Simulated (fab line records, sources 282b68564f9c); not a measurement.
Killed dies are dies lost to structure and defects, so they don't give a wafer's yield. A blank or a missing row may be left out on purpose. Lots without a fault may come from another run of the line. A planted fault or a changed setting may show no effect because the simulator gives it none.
A struck lot beside a sound one | flow rit_cmos | 45 steps out of a route of 202
Sound: wafers L132.3, L132.5, L132.6. Struck: wafers L148.1, L148.5, L148.6. The cause comes at the end.
At each step with rows: each side's tool, then ch and its chambers, then its first start. Under that, the readings that differ: sound wafers | struck wafers | difference of the means | sigmas: that difference in standard deviations of wafers without a fault.
alike: readings whose means differ by less than 2 such deviations, and words and numbers that are the same on both sides. not compared: withheld readings, readings that some wafer has no value for, bounds like >300 that may hide the same value, and numbers for which the record gives no deviation and whose values overlap.
The two part at a step that has a row with sigmas, a row that says differs or no value, or rows on one side only. Numbers that don't overlap but have no deviation are shown without sigmas and don't part them. A reading that every wafer of one side lacks parts them only if that side has two wafers or more.

first, 1 step without rows for these wafers: RIT_ACTIVE_DEVELOP_10 (develop time 50 s).
RIT_ACTIVE_CD_MEAS_11: target cd 1400 nm.
  sound on cd_sem-01, day 1 19:29; struck on cd_sem-02, day 5 04:31
  alike: cd_nm
then, 1 step without rows for these wafers: RIT_ACTIVE_HARDBAKE_12 (time 60 s).
RIT_ACTIVE_ETCH_13: etches Si3N4 in SF6, stops on SiO2, time 210 s, target depth 210 nm.
  sound on rie_diel-04 ch 0,1, day 1 19:43; struck on rie_diel-04 ch 0,1,2, day 5 04:49
  alike: drypump_motor_current_A, oes_product_au, throttle_valve_pct
  not compared: rf_hours_counter_h
RIT_ACTIVE_STRIP_14: strips in O2, time 180 s.
  sound on plasma_asher-02 ch 0,1, day 1 19:54; struck on plasma_asher-01 ch 0,1, day 5 04:57
  alike: drypump_motor_current_A
  not compared: rf_hours_counter_h
RIT_ACTIVE_CD_MEAS_90: target cd 1400 nm.
  sound on cd_sem-02, day 1 20:04; struck on cd_sem-01, day 5 05:07
  alike: cd_nm
then, 4 steps without rows for these wafers: RIT_ACTIVE_CLEAN_15 (cleans in SC1, time 600 s); RIT_ACTIVE_CLEAN_16 (cleans in dHF, time 30 s); RIT_ACTIVE_CLEAN_17 (cleans in SC2, time 600 s); RIT_FOX1_OXIDATION_00 (target thk 350.7 nm, ox time 1130 s).
RIT_FOX1_THK_MEAS_01:
  sound on film_metro-03, day 1 21:50; struck on film_metro-02, day 5 06:56
  alike: FOX1_OXIDE_THK
then, 1 step without rows for these wafers: RIT_FOX1_WET_ETCH_02 (etches SiO2 in BOE, target depth 350 nm, time 390 s).
RIT_FOX2_OXIDATION_00: target thk 350.7 nm, ox time 1130 s.
  sound on furnace-01 ch 0, day 1 22:03; struck on furnace-01 ch 0, day 5 07:07
  reading                                     | sound                | struck               | difference | sigmas
  spike_tc_centre_C (C)                       | 1103.1 1102.0 1102.8 | 1081.4 1081.0 1081.1 | -21.5      | -21
  spike_tc_load_C (C)                         | 1129.1 1130.3 1129.3 | 1105.7 1107.3 1106.0 | -23.2      | -15
  spike_tc_source_C (C)                       | 1132.4 1131.0 1132.5 | 1110.6 1111.6 1108.1 | -21.9      | -10
  tube_center_temp_C (C)                      | 1100.1 1099.9 1099.9 | 1077.5 1077.6 1077.3 | -22.5      | -99 or more
  tube_center_temp_C_max                      | 1102.8 1102.7 1102.8 | 1080.0 1080.0 1079.8 | -22.8      | -49
  model.SiO2_of_FOX2_OXIDATION_00.thk_nm (nm) | 350.8 348.4 347.4    | 304 310.3 308.8      | -41        |
RIT_FOX2_THK_MEAS_01:
  sound on film_metro-01, day 1 23:23; struck on film_metro-03, day 5 08:26
  reading             | sound       | struck      | difference | sigmas
  FOX2_OXIDE_THK (nm) | 351 348 347 | 304 310 309 | -41        | -7
then, 2 steps without rows for these wafers: RIT_FOX2_CLEAN_02 (cleans in dHF, time 180 s); RIT_FOX2_WET_ETCH_03 (etches Si3N4 in H3PO4, target depth 195 nm, time 2700 s).
RIT_FOX2_THK_MEAS_90:
  sound on film_metro-01, day 2 00:16; struck on film_metro-02, day 5 09:19
  reading                     | sound       | struck      | difference | sigmas
  FIELD_OXIDE_LEFT_1_THK (nm) | 323 321 320 | 277 283 281 | -41        | -7
then, 6 steps without rows for these wafers: RIT_NWELL_HMDS_00 (prime time 60 s); RIT_NWELL_COAT_01 (resist thk 1300 nm); RIT_NWELL_SOFTBAKE_02 (time 60 s); RIT_NWELL_EXPOSE_03 (exposes mask M2, target cd 43900 nm); RIT_NWELL_PEB_04; RIT_NWELL_DEVELOP_05 (develop time 68 s).
RIT_NWELL_OVL_MEAS_06:
  sound on overlay-01, day 2 01:28; struck on overlay-02, day 5 10:22
  reading        | sound         | struck         | difference | sigmas
  NWELL_OVL (nm) | 0.1 -0.5 -0.7 | -3.6 -2.4 -3.9 | -2.9       | -2
then, 2 steps without rows for these wafers: RIT_NWELL_HARDBAKE_07 (time 120 s); RIT_NWELL_IMPLANT_08.
RIT_NWELL_STRIP_09: strips in O2, time 180 s.
  sound on plasma_asher-04 ch 0,1, day 2 01:58; struck on plasma_asher-03 ch 0,1, day 5 10:49
  alike: drypump_motor_current_A
  not compared: rf_hours_counter_h
RIT_NWELL_TW_MEAS_10:
  sound on film_metro-04, day 2 02:05; struck on film_metro-04, day 5 10:59
  alike: NWELL_TW
then, 6 steps without rows for these wafers: RIT_PWELL_HMDS_00 (prime time 60 s); RIT_PWELL_COAT_01 (resist thk 1300 nm); RIT_PWELL_SOFTBAKE_02 (time 60 s); RIT_PWELL_EXPOSE_03 (exposes mask M3, target cd 43700 nm); RIT_PWELL_PEB_04; RIT_PWELL_DEVELOP_05 (develop time 68 s).
RIT_PWELL_OVL_MEAS_06:
  sound on overlay-01, day 2 03:09; struck on overlay-02, day 5 12:03
  alike: PWELL_OVL
then, 2 steps without rows for these wafers: RIT_PWELL_HARDBAKE_07 (time 120 s); RIT_PWELL_IMPLANT_08.
RIT_PWELL_STRIP_09: strips in O2, time 180 s.
  sound on plasma_asher-03 ch 0,1, day 2 03:38; struck on plasma_asher-03 ch 0,1, day 5 12:29
  alike: drypump_motor_current_A
  not compared: rf_hours_counter_h
RIT_PWELL_TW_MEAS_10:
  sound on film_metro-04, day 2 03:46; struck on film_metro-04, day 5 12:40
  alike: PWELL_TW
then, 1 step without rows for these wafers: RIT_WELLDRIVE_ANNEAL_00 (time 14700 s).
RIT_WELLDRIVE_RS_MEAS_01: measures by four-point-probe.
  sound on film_metro-04, day 2 08:56; struck on film_metro-03, day 5 18:56
  alike: NWELL_RS
RIT_WELLDRIVE_RS_MEAS_02: measures by four-point-probe.
  sound on film_metro-04, day 2 09:03; struck on film_metro-03, day 5 19:04
  alike: PWELL_RS
RIT_FOX2_THK_MEAS_91:
  sound on film_metro-01, day 2 12:50; struck on film_metro-01, day 5 23:00
  reading                     | sound       | struck      | difference | sigmas
  FIELD_OXIDE_LEFT_2_THK (nm) | 255 252 251 | 208 215 213 | -41        | -8
RIT_SILICIDE_WET_ETCH_00: etches SiO2 in BOE, target depth 14 nm, time 15 s.
  sound on wet_bench-03 ch 1, day 3 06:21; struck on wet_bench-01 ch 2, day 6 16:32
  reading                                     | sound             | struck            | difference | sigmas
  model.SiO2_of_FOX2_OXIDATION_00.thk_nm (nm) | 149.9 147.7 146.5 | 104.2 110.1 107.6 | -40.7      |
RIT_M1_PROBE_99:
  sound on prober-01, day 3 13:34; struck on prober-01, day 6 23:26
  reading                             | sound               | struck               | difference | sigmas
  model.etest.nplus_sal.width_nm (nm) | 3431 3467 3435      | 3468 3469 3489       | +31        |
  model.etest.pwell.rs_ohm_sq         | 417.9 411.7 419.8   | 405.1 403.8 403.2    | -12.4      |
  model.etest.field_n.vt_v (V)        | 34.53 34.09 33.96   | 28.36 29.23 29.06    | -5.31      |
  model.etest.field_p_metal.vt_v (V)  | -30.02 -30.7 -30.73 | -32.46 -31.51 -31.93 | -1.48      |
  alike: killed_at_contacts, killed_at_front_end, killed_dies, killed_open, killed_short
  not compared: model.etest.nldd.width_nm, model.etest.pldd.width_nm, model.etest.poly_comb_over_steps.leak_log10_a_um, model.etest.iso_nwell_nwell.bv_v

WHERE THEY PART
First at RIT_FOX2_OXIDATION_00; last, within this record, at RIT_FOX2_THK_MEAS_91. Later steps at which nothing parts them and some readings are alike: RIT_M1_PROBE_99.

WHY: what the simulator had put in
Process parameter drift: furnace-01, from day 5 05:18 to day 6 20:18, at RIT_FOX2_OXIDATION_00. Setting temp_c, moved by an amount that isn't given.
